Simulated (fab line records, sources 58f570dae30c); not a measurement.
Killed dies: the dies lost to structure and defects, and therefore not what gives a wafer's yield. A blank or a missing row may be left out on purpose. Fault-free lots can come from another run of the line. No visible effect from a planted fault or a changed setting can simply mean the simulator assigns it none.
Chamber matching + flow berkeleyCmos170 + rieDiel-03 running UCB170_GATE_ETCH_14: 4 sister chambers
The step etches BARC in N2/H2. 4 wafers are shown with their chamber, then 8 later ones without.

## WAFERS PAIRED WITH THEIR CHAMBERS
| wafer  | chamber | throttleValvePct (%) |
|--------|---------|----------------------|
| L699.1 | 1       | 13.11                |
| L705.2 | 2       | 13.16                |
| L708.2 | 3       | 13.38                |
| L710.1 | 0       | 13.07                |

## WAFERS MISSING THEIR CHAMBER
| wafer  | throttleValvePct (%) |
|--------|----------------------|
| L710.2 | 13.39                |
| L710.6 | 13.17                |
| L714.3 | 13.37                |
| L714.4 | 13.20                |
| L714.6 | 13.38                |
| L719.2 | 13.39                |
| L719.3 | 13.19                |
| L719.6 | 13.16                |

## WHICH CHAMBER EACH WENT THROUGH
| wafer  | from the rows above | in truth                   |
|--------|---------------------|----------------------------|
| L710.2 | 3                   | 3                          |
| L710.6 | 2                   | 2                          |
| L714.3 | 3                   | 3                          |
| L714.4 | 2                   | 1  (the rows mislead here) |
| L714.6 | 3                   | 3                          |
| L719.2 | 3                   | 3                          |
| L719.3 | 2                   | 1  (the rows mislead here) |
| L719.6 | 2                   | 2                          |
Placed correctly: 6 of 8. Can't be placed from these rows: 0. 2 placed wrongly.
How it was worked out, from the rows above alone: a wafer's distance from a chamber is the root of the sum, over the readings, of the square of ((its reading less the chamber's mean) divided by the reading's scatter). If the next closest chamber is less than 2 further off than the closest, the wafer can't be placed; otherwise it belongs to the closest. For every chamber, the mean is computed from those of its wafers that are shown. The scatter (one wafer shown for each chamber): square how far every hidden wafer sits from the nearest shown wafer, average those squares and take the square root.
